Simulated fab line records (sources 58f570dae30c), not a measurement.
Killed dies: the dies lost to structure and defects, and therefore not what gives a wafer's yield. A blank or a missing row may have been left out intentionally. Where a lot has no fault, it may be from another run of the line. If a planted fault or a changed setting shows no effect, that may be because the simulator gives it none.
Split-lot study / flow berkeley cmos170 / 23 wafers read from 5 lots, route of 331 steps

SPLIT DETAILS
At UCB170_PSD_EXPOSE_03 (exposes mask PSELECT MOD, target cd 1200 nm), the setting dose mj was moved away from the recipe's 30 on 11 of the 23 wafers read, by -5.9% to +4.4%. This setting was run at the recipe's value on the other wafers.

FROM THE SPLIT TO THE READING: what the file shows between them, 2 steps
- UCB170_PSD_PEB_04
- UCB170_PSD_DEVELOP_05: develop time 45 s

THE READING
At UCB170_PSD_CD_MEAS_06: cd nm in nanometres, against a target cd of 1200 nm. Fault-free wafers of this fab line usually give 1200.4 nm, standard deviation 1.4 nm.

wafer=L074.2; tool, chamber at the split=krf scanner-01, 0; dose mj as run=30; against the recipe=recipe; cd nm, nm=1202.9; against lot-mates on the recipe=-
wafer=L074.3; tool, chamber at the split=krf scanner-01, 0; dose mj as run=30; against the recipe=recipe; cd nm, nm=1202.1; against lot-mates on the recipe=-
wafer=L074.4; tool, chamber at the split=krf scanner-01, 0; dose mj as run=30; against the recipe=recipe; cd nm, nm=1202.0; against lot-mates on the recipe=-
wafer=L077.1; tool, chamber at the split=krf scanner-02, 0; dose mj as run=30.72; against the recipe=+2.4%; cd nm, nm=1201.8; against lot-mates on the recipe=+3.9
wafer=L077.2; tool, chamber at the split=krf scanner-02, 0; dose mj as run=30; against the recipe=recipe; cd nm, nm=1197.9; against lot-mates on the recipe=-
wafer=L077.3; tool, chamber at the split=krf scanner-02, 0; dose mj as run=30; against the recipe=recipe; cd nm, nm=1197.9; against lot-mates on the recipe=-
wafer=L077.5; tool, chamber at the split=krf scanner-02, 0; dose mj as run=30.72; against the recipe=+2.4%; cd nm, nm=1201.9; against lot-mates on the recipe=+4.0
wafer=L077.6; tool, chamber at the split=krf scanner-02, 0; dose mj as run=30.72; against the recipe=+2.4%; cd nm, nm=1200.2; against lot-mates on the recipe=+2.3
wafer=L079.1; tool, chamber at the split=krf scanner-02, 0; dose mj as run=30; against the recipe=recipe; cd nm, nm=1200.3; against lot-mates on the recipe=-
wafer=L079.2; tool, chamber at the split=krf scanner-02, 0; dose mj as run=28.22; against the recipe=-5.9%; cd nm, nm=1189.8; against lot-mates on the recipe=-10.4
wafer=L079.3; tool, chamber at the split=krf scanner-02, 0; dose mj as run=30; against the recipe=recipe; cd nm, nm=1200.3; against lot-mates on the recipe=-
wafer=L079.4; tool, chamber at the split=krf scanner-02, 0; dose mj as run=28.22; against the recipe=-5.9%; cd nm, nm=1190.2; against lot-mates on the recipe=-10.0
wafer=L079.5; tool, chamber at the split=krf scanner-02, 0; dose mj as run=30; against the recipe=recipe; cd nm, nm=1199.9; against lot-mates on the recipe=-
wafer=L083.1; tool, chamber at the split=krf scanner-01, 0; dose mj as run=28.55; against the recipe=-4.8%; cd nm, nm=1191.6; against lot-mates on the recipe=-9.2
wafer=L083.2; tool, chamber at the split=krf scanner-01, 0; dose mj as run=28.55; against the recipe=-4.8%; cd nm, nm=1193.4; against lot-mates on the recipe=-7.4
wafer=L083.4; tool, chamber at the split=krf scanner-01, 0; dose mj as run=30; against the recipe=recipe; cd nm, nm=1201.1; against lot-mates on the recipe=-
wafer=L083.5; tool, chamber at the split=krf scanner-01, 0; dose mj as run=30; against the recipe=recipe; cd nm, nm=1200.5; against lot-mates on the recipe=-
wafer=L083.6; tool, chamber at the split=krf scanner-01, 0; dose mj as run=28.55; against the recipe=-4.8%; cd nm, nm=1193.3; against lot-mates on the recipe=-7.5
wafer=L085.1; tool, chamber at the split=krf scanner-01, 0; dose mj as run=30; against the recipe=recipe; cd nm, nm=1200.4; against lot-mates on the recipe=-
wafer=L085.2; tool, chamber at the split=krf scanner-01, 0; dose mj as run=31.33; against the recipe=+4.4%; cd nm, nm=1207.6; against lot-mates on the recipe=+7.0
wafer=L085.3; tool, chamber at the split=krf scanner-01, 0; dose mj as run=30; against the recipe=recipe; cd nm, nm=1200.7; against lot-mates on the recipe=-
wafer=L085.4; tool, chamber at the split=krf scanner-01, 0; dose mj as run=31.33; against the recipe=+4.4%; cd nm, nm=1208.0; against lot-mates on the recipe=+7.4
wafer=L085.5; tool, chamber at the split=krf scanner-01, 0; dose mj as run=31.33; against the recipe=+4.4%; cd nm, nm=1207.4; against lot-mates on the recipe=+6.8

THE FIT
A straight line over all 23 wafers: cd nm changes by +1.55 nm for each +1% of dose mj; r = +0.95; the points scatter about the line by 1.6 nm.
The same after taking each lot's own level away (the mean of its wafers on the recipe; 23 wafers): +1.64 nm for each +1%; r = +0.99; scatter 0.53 nm.
Per that fit: largest dose mj move, reading shift of 9.7 nm.
Measured against the standard deviation above, the lots' own levels, which go from 1197.90 to 1202.33 nm, span 3.2 times it.
Consequently the slope shifts little with the lot-to-lot level, the two slopes agreeing.
Check: for one of the wafers moved furthest among these (-5.9%), held out of the fit, the line's prediction against its lot-mates is -9.75 nm. It came out at -10.4 nm against them.

FURTHER SPLITS ON THESE WAFERS
Note: prior to the reading, these wafers also went through further splits. Each is held against what the fit with the lots' levels taken away leaves over:
other split on the same wafers=UCB170_WELLDRIVE_OXIDATION_01 temp c; wafers away from the commonest value=15; r with cd nm (lot level and that fit taken away)=-0.07
other split on the same wafers=UCB170_ACTIVE_STRIP_16 power w; wafers away from the commonest value=4; r with cd nm (lot level and that fit taken away)=+0.24
other split on the same wafers=UCB170_PFIELD_IMPLANT_07 dose cm2; wafers away from the commonest value=11; r with cd nm (lot level and that fit taken away)=-0.07
other split on the same wafers=UCB170_NVT_COAT_01 spin rpm; wafers away from the commonest value=4; r with cd nm (lot level and that fit taken away)=-0.40
other split on the same wafers=UCB170_GATE_OXIDATION_01 temp c; wafers away from the commonest value=15; r with cd nm (lot level and that fit taken away)=+0.05
other split on the same wafers=UCB170_NLDD_PEB_04 peb temp c; wafers away from the commonest value=11; r with cd nm (lot level and that fit taken away)=+0.18
other split on the same wafers=UCB170_NLDD_IMPLANT_09 dose cm2; wafers away from the commonest value=6; r with cd nm (lot level and that fit taken away)=+0.11

THE FILE'S OWN FIT
cd nm changes by +1.66 nm for each +1% of dose mj, r = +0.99.
